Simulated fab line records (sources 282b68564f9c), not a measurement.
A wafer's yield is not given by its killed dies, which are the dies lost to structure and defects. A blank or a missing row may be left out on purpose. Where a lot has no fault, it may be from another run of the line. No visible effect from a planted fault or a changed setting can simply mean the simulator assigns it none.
fab line records | flow rit-cmos
record: lots: 14 | wafers: 42 | last-day: 8
route steps=202 shown CONTACT@173 M1@202
lots with no fault: from the same line, run without faults
start-h: start of the lot's first displayed wafer, in hours after the record's first day | wait-h: hours elapsed since this lot's preceding step | " identical to the entry in the row above | L1.1+2: several wafers, shown together as one row | - value missing, or start not given | * or withheld: withheld | < > ~ a bound
route shown NAME@n: a module of which the file shows steps, and the number in the route of the first | usual: mean and standard deviation over wafers with no fault | same: alike in all rows | chamber/n: place in a boat | sites: per-site readings | _std_site: standard deviation of those values | _edge_site: mean of outer sites minus mean of inner sites | radius-mm: how far each site lies from the wafer's centre | mask NAME#n: copy n | behind: the last tool/chamber to shape the wafer | hold: the reason the lot was held/the length of the hold in hours/how it ended | device: the transistor (n, p or np) that didn't switch | end of line: the tests these same wafers got at the end of their route | step lacking rows: just its recipe | killed: dies that structure and defects cost at the first sort, which is not the same as the wafer's yield | map: shows each die of a wafer: x if killed, . if not, _ if none is there
set.NAME: the setting the step ran with; set.NAME@STEP: the setting that earlier step ran with | model.NAME: the simulator's own value behind a step, which no gauge read
route steps across a sampled set of lots; one table per step, one row per wafer
services: the hour from which a tool's chamber was out of use, counted from the record's first day as start-h (under 0 if before that day), plus the number of hours and why
== steps ==
step: RIT_CONTACT_EXPOSE_05
recipe: mask-id: M11 | na: 0.6 | source-shape: conventional | sigma-outer: 0.5 | target-cd-nm: 1000 | dose-mj: 250
lot.wafer  | tool             | chamber | start-h | wait-h | mask
L283.1+4+6 | iline-stepper-01 | 0       | 57.77   | 0.2    | M11#0
L284.2+3+4 | iline-stepper-02 | 0       | 64.37   | 0.2    | M11#0
L286.2+4+6 | iline-stepper-02 | 0       | 74.42   | 0.1    | M11#0
L288.2+4+5 | iline-stepper-02 | 0       | 81.99   | 0.2    | M11#0
L291.3+5+6 | iline-stepper-01 | 0       | 93.69   | 0.1    | M11#0
L292.1+3+4 | iline-stepper-02 | 0       | 101.42  | 0.2    | M11#0
L293.2+3+5 | iline-stepper-01 | 0       | 109.37  | 0.4    | M11#0
L295.1+2+6 | iline-stepper-01 | 0       | 113.33  | 0.1    | M11#0
L299.1+5+6 | iline-stepper-02 | 0       | 138.81  | 0.2    | M11#0
L301.1+2+5 | iline-stepper-02 | 0       | 148.96  | 0.2    | M11#0
L302.1+3+6 | iline-stepper-02 | 0       | 165.34  | 0.1    | M11#0
L303.2+3+4 | iline-stepper-01 | 0       | 171.38  | 0.2    | M11#0
L305.2+4+6 | iline-stepper-01 | 0       | 173.27  | 0.2    | M11#0
L306.1+4+6 | iline-stepper-01 | 0       | 181.61  | 0.1    | M11#0
step: RIT_CONTACT_OVL_MEAS_09
usual: CONTACT_OVL: 0.5/1.7
lot.wafer | tool       | chamber | start-h | wait-h | hold                     | CONTACT_OVL[nm]
L283.1    | overlay-01 | -       | 58.41   | 0.1    | -                        | -0.3
L283.4    | "          | -       | "       | "      | -                        | 1.4
L283.6    | "          | -       | "       | "      | -                        | 1.1
L284.2    | overlay-02 | -       | 65.04   | 0.1    | -                        | 5.4
L284.3    | "          | -       | "       | "      | -                        | 3.4
L284.4    | "          | -       | "       | "      | -                        | 4.8
L286.2    | overlay-01 | -       | 75.04   | 0.1    | -                        | -0.7
L286.4    | "          | -       | "       | "      | -                        | 0.1
L286.6    | "          | -       | "       | "      | -                        | 0.7
L288.2    | overlay-01 | -       | 82.61   | 0.1    | -                        | 0.6
L288.4    | "          | -       | "       | "      | -                        | 1.3
L288.5    | "          | -       | "       | "      | -                        | -0.3
L291.3    | overlay-01 | -       | 94.30   | 0.1    | -                        | -0.1
L291.5    | "          | -       | "       | "      | -                        | -1.6
L291.6    | "          | -       | "       | "      | -                        | -0.1
L292.1    | overlay-02 | -       | 102.06  | 0.1    | -                        | -0.2
L292.3    | "          | -       | "       | "      | -                        | -0.4
L292.4    | "          | -       | "       | "      | -                        | -1.0
L293.2    | overlay-02 | -       | 109.99  | 0.1    | -                        | 2.5
L293.3    | "          | -       | "       | "      | -                        | 1.0
L293.5    | "          | -       | "       | "      | -                        | 2.2
L295.1    | overlay-02 | -       | 113.97  | 0.1    | -                        | -1.1
L295.2    | "          | -       | "       | "      | -                        | -1.0
L295.6    | "          | -       | "       | "      | -                        | -2.5
L299.1    | overlay-01 | -       | 139.45  | 0.1    | -                        | -2.1
L299.5    | "          | -       | "       | "      | -                        | 0.6
L299.6    | "          | -       | "       | "      | -                        | 0.0
L301.1    | overlay-02 | -       | 149.60  | 0.1    | await-dispo/0.2h/release | 350.0
L301.2    | "          | -       | "       | "      | await-dispo/0.2h/release | 349.8
L301.5    | "          | -       | "       | "      | await-dispo/0.2h/release | 347.9
L301.1    | overlay-02 | -       | 149.80  | 0.2    | -                        | 348.7
L301.2    | "          | -       | "       | "      | -                        | 348.6
L301.5    | "          | -       | "       | "      | -                        | 347.8
L302.1    | overlay-02 | -       | 165.97  | 0.1    | await-dispo/0.2h/release | 350.0
L302.3    | "          | -       | "       | "      | await-dispo/0.2h/release | 352.3
L302.6    | "          | -       | "       | "      | await-dispo/0.2h/release | 348.3
L302.1    | overlay-02 | -       | 166.18  | 0.2    | -                        | 349.5
L302.3    | "          | -       | "       | "      | -                        | 350.8
L302.6    | "          | -       | "       | "      | -                        | 347.7
L303.2    | overlay-02 | -       | 172.07  | 0.1    | -                        | -3.5
L303.3    | "          | -       | "       | "      | -                        | -0.7
L303.4    | "          | -       | "       | "      | -                        | 0.3
L305.2    | overlay-02 | -       | 173.89  | 0.1    | -                        | 3.1
L305.4    | "          | -       | "       | "      | -                        | 3.2
L305.6    | "          | -       | "       | "      | -                        | 3.6
L306.1    | overlay-01 | -       | 182.24  | 0.1    | -                        | -2.7
L306.4    | "          | -       | "       | "      | -                        | 1.3
L306.6    | "          | -       | "       | "      | -                        | 0.7
step: RIT_M1_PROBE_99
usual: defect-limited-yield: 97.3/1.1 | killed_at_M0_to_M3: 0.0/0.23 | killed-at-contacts: 0.1/0.23 | killed-at-front-end: 7/3 | killed-dies: 7/3 | killed-open: 3.3/2.1 | killed-short: 3.7/1.9
same: gross-dies: 264 | killed_at_M4_up: 0 | killed-at-back-side: 0 | killed-at-other: 0
lot.wafer | tool      | chamber | start-h | wait-h | defect-limited-yield[%] | killed_at_M0_to_M3 | killed-at-contacts | killed-at-front-end | killed-dies | killed-open | killed-short
L283.1    | prober-02 | -       | 63.45   | 0.1    | 96.6                    | 0                  | 0                  | 9                   | 9           | 3           | 6
L283.4    | prober-02 | -       | 63.60   | 0.2    | 97.7                    | 0                  | 0                  | 6                   | 6           | 2           | 4
L283.6    | prober-02 | -       | 63.70   | 0.2    | 97.3                    | 0                  | 0                  | 7                   | 7           | 2           | 4
L284.2    | prober-01 | -       | 70.44   | 0.1    | 97.0                    | 0                  | 0                  | 8                   | 8           | 5           | 3
L284.3    | prober-01 | -       | 70.49   | 0.2    | 97.7                    | 0                  | 0                  | 6                   | 6           | 4           | 2
L284.4    | prober-01 | -       | 70.54   | 0.2    | 97.7                    | 0                  | 0                  | 6                   | 6           | 3           | 3
L286.2    | prober-01 | -       | 80.25   | 0.1    | 98.5                    | 0                  | 0                  | 4                   | 4           | 3           | 1
L286.4    | prober-01 | -       | 80.35   | 0.2    | 97.7                    | 0                  | 1                  | 5                   | 6           | 2           | 3
L286.6    | prober-01 | -       | 80.45   | 0.2    | 98.1                    | 0                  | 1                  | 4                   | 5           | 2           | 2
L288.2    | prober-01 | -       | 88.03   | 0.1    | 98.5                    | 0                  | 0                  | 4                   | 4           | 1           | 3
L288.4    | prober-01 | -       | 88.13   | 0.2    | 97.7                    | 0                  | 1                  | 5                   | 6           | 2           | 4
L288.5    | prober-01 | -       | 88.18   | 0.2    | 98.5                    | 0                  | 0                  | 4                   | 4           | 1           | 3
L291.3    | prober-02 | -       | 100.90  | 0.2    | 98.9                    | 0                  | 0                  | 3                   | 3           | 1           | 2
L291.5    | prober-02 | -       | 101.00  | 0.2    | 98.5                    | 0                  | 0                  | 4                   | 4           | 2           | 2
L291.6    | prober-02 | -       | 101.05  | 0.2    | 95.1                    | 0                  | 0                  | 13                  | 13          | 6           | 7
L292.1    | prober-01 | -       | 107.14  | 0.1    | 97.0                    | 0                  | 0                  | 8                   | 8           | 6           | 2
L292.3    | prober-01 | -       | 107.24  | 0.2    | 96.2                    | 0                  | 0                  | 10                  | 10          | 6           | 4
L292.4    | prober-01 | -       | 107.29  | 0.2    | 96.2                    | 0                  | 0                  | 10                  | 10          | 6           | 4
L293.2    | prober-02 | -       | 115.38  | 0.1    | 95.1                    | 0                  | 0                  | 13                  | 13          | 10          | 3
L293.3    | prober-02 | -       | 115.43  | 0.2    | 97.3                    | 0                  | 0                  | 7                   | 7           | 3           | 4
L293.5    | prober-02 | -       | 115.53  | 0.2    | 97.3                    | 0                  | 0                  | 7                   | 7           | 4           | 3
L295.1    | prober-02 | -       | 119.68  | 0.1    | 98.1                    | 0                  | 0                  | 5                   | 5           | 1           | 4
L295.2    | prober-02 | -       | 119.73  | 0.1    | 95.8                    | 0                  | 0                  | 11                  | 11          | 4           | 7
L295.6    | prober-02 | -       | 119.93  | 0.2    | 98.5                    | 1                  | 0                  | 3                   | 4           | 2           | 2
L299.1    | prober-02 | -       | 144.64  | 0.1    | 98.1                    | 0                  | 0                  | 5                   | 5           | 2           | 3
L299.5    | prober-02 | -       | 144.84  | 0.2    | 98.5                    | 0                  | 0                  | 4                   | 4           | 3           | 1
L299.6    | prober-02 | -       | 144.89  | 0.2    | 98.9                    | 0                  | 0                  | 3                   | 3           | 3           | 0
L303.2    | prober-02 | -       | 177.31  | 0.1    | 95.1                    | 0                  | 0                  | 13                  | 13          | 8           | 5
L303.3    | prober-02 | -       | 177.36  | 0.2    | 97.7                    | 0                  | 0                  | 6                   | 6           | 0           | 6
L303.4    | prober-02 | -       | 177.41  | 0.2    | 96.2                    | 0                  | 0                  | 10                  | 10          | 6           | 4
L305.2    | prober-02 | -       | 180.31  | 0.1    | 95.5                    | 0                  | 0                  | 12                  | 12          | 5           | 7
L305.4    | prober-02 | -       | 180.41  | 0.2    | 97.0                    | 1                  | 0                  | 7                   | 8           | 2           | 6
L305.6    | prober-02 | -       | 180.51  | 0.2    | 98.1                    | 1                  | 0                  | 4                   | 5           | 1           | 4
L306.1    | prober-01 | -       | 187.30  | 0.1    | 97.7                    | 0                  | 0                  | 6                   | 6           | 3           | 3
L306.4    | prober-01 | -       | 187.45  | 0.2    | 97.7                    | 0                  | 0                  | 6                   | 6           | 2           | 4
L306.6    | prober-01 | -       | 187.55  | 0.2    | 98.1                    | 0                  | 0                  | 5                   | 5           | 0           | 5
killed by level:class
L283.1 GATE:geometric-particle:short=6 GATE:geometric-particle:open=2 FOX1:geometric-particle:open=1
L283.4 GATE:geometric-particle:short=3 ACTIVE:geometric-particle:open=1 FOX1:geometric-particle:short=1 GATE:geometric-particle:open=1
L283.6 FOX1:geometric-particle:short=2 GATE:geometric-particle:open=1 GATE:geometric-particle:short=1 REOX:geometric-particle:short=1 SPACER:geometric-particle:open=1 GATE:coat-microbubble-printed=1
L284.2 FOX1:geometric-particle:open=2 GATE:geometric-particle:open=1 GATE:geometric-particle:short=1 REOX:geometric-particle:open=1 SPACER:geometric-particle:open=1 SPACER:geometric-particle:short=1 SILICIDE:geometric-particle:short=1
L284.3 GATE:geometric-particle:open=2 SILICIDE:geometric-particle:short=2 FOX1:geometric-particle:open=1 SILICIDE:geometric-particle:open=1
L284.4 REOX:geometric-particle:short=3 GATE:geometric-particle:open=1 REOX:geometric-particle:open=1 SILICIDE:geometric-particle:open=1
L286.2 SPACER:geometric-particle:open=2 GATE:geometric-particle:open=1 SILICIDE:geometric-particle:short=1
L286.4 SPACER:geometric-particle:short=2 FOX2:geometric-particle:short=1 GATE:geometric-particle:open=1 REOX:geometric-particle:open=1 CONTACT:coat-microbubble-printed=1
L286.6 FOX1:geometric-particle:open=1 FOX1:geometric-particle:short=1 FOX2:geometric-particle:short=1 SPACER:geometric-particle:open=1 CONTACT:coat-microbubble-printed=1
L288.2 GATE:geometric-particle:short=1 REOX:geometric-particle:short=1 REOX:geometric-particle:open=1 SPACER:geometric-particle:short=1
L288.4 GATE:geometric-particle:open=2 FOX2:geometric-particle:short=1 GATE:geometric-particle:short=1 SILICIDE:geometric-particle:short=1 CONTACT:geometric-particle:short=1
L288.5 FOX2:geometric-particle:short=2 GATE:geometric-particle:short=1 GATE:geometric-particle:open=1
L291.3 GATE:geometric-particle:short=2 GATE:geometric-particle:open=1
L291.5 FOX1:geometric-particle:short=2 REOX:geometric-particle:open=2
L291.6 FOX1:geometric-particle:short=3 FOX1:geometric-particle:open=2 GATE:geometric-particle:open=2 SPACER:geometric-particle:open=2 FOX2:geometric-particle:short=1 GATE:geometric-particle:short=1 SILICIDE:geometric-particle:short=1 SPACER:geometric-particle:short=1
L292.1 GATE:geometric-particle:open=2 SILICIDE:geometric-particle:open=2 FOX1:geometric-particle:open=1 REOX:geometric-particle:short=1 SPACER:geometric-particle:open=1 SILICIDE:geometric-particle:short=1
L292.3 FOX2:geometric-particle:open=2 FOX2:geometric-particle:short=2 GATE:geometric-particle:short=2 SILICIDE:geometric-particle:open=2 FOX1:geometric-particle:open=1 GATE:geometric-particle:open=1
L292.4 GATE:geometric-particle:open=2 SPACER:geometric-particle:open=2 SILICIDE:geometric-particle:open=2 FOX2:geometric-particle:short=1 GATE:geometric-particle:short=1 SPACER:geometric-particle:short=1 SILICIDE:geometric-particle:short=1
L293.2 SPACER:geometric-particle:open=4 FOX1:geometric-particle:open=2 SILICIDE:geometric-particle:open=2 FOX1:geometric-particle:short=1 FOX2:geometric-particle:open=1 GATE:geometric-particle:open=1 REOX:geometric-particle:short=1 SPACER:geometric-particle:short=1
L293.3 GATE:geometric-particle:short=3 GATE:geometric-particle:open=2 FOX1:geometric-particle:short=1 FOX2:geometric-particle:open=1
L293.5 ACTIVE:geometric-particle:open=1 FOX1:geometric-particle:open=1 FOX2:geometric-particle:short=1 GATE:geometric-particle:open=1 GATE:geometric-particle:short=1 REOX:geometric-particle:short=1 SPACER:geometric-particle:open=1
L295.1 GATE:geometric-particle:short=2 REOX:geometric-particle:open=1 REOX:geometric-particle:short=1 SILICIDE:geometric-particle:short=1
L295.2 GATE:geometric-particle:short=4 GATE:geometric-particle:open=3 REOX:geometric-particle:short=2 FOX1:geometric-particle:short=1 SPACER:geometric-particle:open=1
L295.6 GATE:geometric-particle:open=1 SPACER:geometric-particle:open=1 SPACER:geometric-particle:short=1 M1:geometric-particle:short=1
L299.1 REOX:geometric-particle:short=2 FOX1:geometric-particle:open=1 GATE:geometric-particle:short=1 GATE:geometric-particle:open=1
L299.5 GATE:geometric-particle:open=2 GATE:geometric-particle:short=1 SILICIDE:geometric-particle:open=1
L299.6 FOX2:geometric-particle:open=2 REOX:geometric-particle:open=1
L303.2 FOX2:geometric-particle:short=4 REOX:geometric-particle:open=2 GATE:geometric-particle:open=2 SPACER:geometric-particle:open=2 FOX1:geometric-particle:open=1 GATE:geometric-particle:short=1 SILICIDE:geometric-particle:open=1
L303.3 FOX2:geometric-particle:short=2 GATE:geometric-particle:short=2 SPACER:geometric-particle:short=2
L303.4 GATE:geometric-particle:short=2 GATE:geometric-particle:open=2 REOX:geometric-particle:short=2 SPACER:geometric-particle:open=2 FOX1:geometric-particle:open=1 REOX:geometric-particle:open=1
L305.2 FOX1:geometric-particle:short=3 REOX:geometric-particle:short=2 SPACER:geometric-particle:open=2 FOX2:geometric-particle:open=1 FOX2:geometric-particle:short=1 GATE:geometric-particle:short=1 REOX:geometric-particle:open=1 SILICIDE:geometric-particle:open=1
L305.4 GATE:geometric-particle:short=4 GATE:geometric-particle:open=2 FOX2:geometric-particle:short=1 M1:geometric-particle:short=1
L305.6 FOX2:geometric-particle:short=2 GATE:geometric-particle:short=1 SPACER:geometric-particle:open=1 M1:geometric-particle:short=1
L306.1 FOX1:geometric-particle:short=2 REOX:geometric-particle:open=2 FOX1:geometric-particle:open=1 REOX:geometric-particle:short=1
L306.4 GATE:geometric-particle:short=2 FOX1:geometric-particle:short=1 REOX:geometric-particle:open=1 SPACER:geometric-particle:open=1 SILICIDE:geometric-particle:short=1
L306.6 REOX:geometric-particle:short=3 GATE:geometric-particle:short=2
== services ==
tool             | chamber | start-h | hours | kind
iline-stepper-02 | -       | 106.63  | 9.2   | repair
iline-stepper-01 | 0       | 116.15  | -     | calibration
iline-stepper-02 | -       | 179.28  | 2.6   | repair
== key ==
first-sign: step: RIT_CONTACT_OVL_MEAS_09 | reading: visit | direction: added
effect: step: RIT_CONTACT_OVL_MEAS_09 | reading: CONTACT_OVL | direction: up | sigmas: 99+ | usual: 0.5 | struck: 349.7
met-at RIT_CONTACT_EXPOSE_05
struck-lots L301,L302
scrapped-behind RIT_CONTACT_OVL_MEAS_09 L301.1,L301.2,L301.5,L302.1,L302.3,L302.6
onset-between 138.81 148.96
fault: kind: scanner-matching-overlay | tool: iline-stepper-02 | chamber: - | onset-h: 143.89 | steps: RIT_CONTACT_EXPOSE_05 | offset: 347.75
